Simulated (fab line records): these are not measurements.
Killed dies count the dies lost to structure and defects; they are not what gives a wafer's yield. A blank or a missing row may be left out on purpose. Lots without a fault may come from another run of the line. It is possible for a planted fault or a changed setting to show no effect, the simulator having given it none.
Split-lot experiment | flow berkeley-cmos170 | 23 wafers read from 5 lots, route of 331 steps

## ABOUT THE SPLIT
At UCB170_NLDD_EXPOSE_03 (exposes mask NSELECT, target cd 1200 nm), the setting dose-mj was moved away from the recipe's 30 on 8 of the 23 wafers read, by -4.3% to +2.5%. This setting was run at the recipe's value on the other wafers.

## FROM THE SPLIT TO THE READING: what the file shows between them, 2 steps
- UCB170_NLDD_PEB_04
- UCB170_NLDD_DEVELOP_05: develop time 45 s

## THE READING
cd-nm, in nm, at UCB170_NLDD_CD_MEAS_06 (target cd 1200 nm). Fault-free wafers of this fab line usually give 1201.0 nm, standard deviation 1.1 nm.

wafer  | tool, chamber at the split | dose-mj as run | against the recipe | cd-nm, nm | against lot-mates on the recipe
L077.1 | krf-scanner-01, 0          | 30             | recipe             | 1201.6    | -
L077.2 | krf-scanner-01, 0          | 30             | recipe             | 1203.3    | -
L077.3 | krf-scanner-01, 0          | 28.94          | -3.5%              | 1195.4    | -7.0
L077.5 | krf-scanner-01, 0          | 28.94          | -3.5%              | 1196.5    | -5.9
L077.6 | krf-scanner-01, 0          | 28.94          | -3.5%              | 1195.5    | -6.9
L076.1 | krf-scanner-02, 0          | 30             | recipe             | 1199.5    | -
L076.4 | krf-scanner-02, 0          | 30             | recipe             | 1199.7    | -
L076.6 | krf-scanner-02, 0          | 30             | recipe             | 1200.3    | -
L075.1 | krf-scanner-02, 0          | 30             | recipe             | 1201.6    | -
L075.2 | krf-scanner-02, 0          | 28.71          | -4.3%              | 1194.4    | -7.1
L075.3 | krf-scanner-02, 0          | 28.71          | -4.3%              | 1194.5    | -7.0
L075.4 | krf-scanner-02, 0          | 30             | recipe             | 1200.6    | -
L075.5 | krf-scanner-02, 0          | 30             | recipe             | 1202.4    | -
L081.1 | krf-scanner-02, 0          | 30             | recipe             | 1203.0    | -
L081.2 | krf-scanner-02, 0          | 30.76          | +2.5%              | 1205.2    | +2.9
L081.3 | krf-scanner-02, 0          | 30.76          | +2.5%              | 1206.3    | +4.0
L081.4 | krf-scanner-02, 0          | 30             | recipe             | 1201.7    | -
L081.5 | krf-scanner-02, 0          | 30.76          | +2.5%              | 1206.9    | +4.6
L083.1 | krf-scanner-02, 0          | 30             | recipe             | 1200.3    | -
L083.2 | krf-scanner-02, 0          | 30             | recipe             | 1199.2    | -
L083.4 | krf-scanner-02, 0          | 30             | recipe             | 1201.0    | -
L083.5 | krf-scanner-02, 0          | 30             | recipe             | 1201.1    | -
L083.6 | krf-scanner-02, 0          | 30             | recipe             | 1200.3    | -

THE FIT
A straight line over all 23 wafers: cd-nm changes by +1.64 nm for each +1% of dose-mj; r = +0.95; the points scatter about the line by 1.1 nm.
The same after taking each lot's own level away (the mean of its wafers on the recipe; 23 wafers): +1.69 nm for each +1%; r = +0.98; scatter 0.71 nm.
That fit puts the effect of the largest move of dose-mj on the reading at 7.3 nm.
The lots' own levels span 1199.83 to 1202.45 nm, that is 2.4 times the standard deviation above.
Hence the lot-to-lot level has little effect on the slope; both slopes agree.
Check: -7.49 nm against its lot-mates is what the line predicts for one of the wafers moved furthest among these (-4.3%) when that wafer is left out of the fit. It came out at -7.13 nm against them.

## THE FILE'S OWN FIT
cd-nm changes by +1.7 nm for each +1% of dose-mj, r = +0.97.
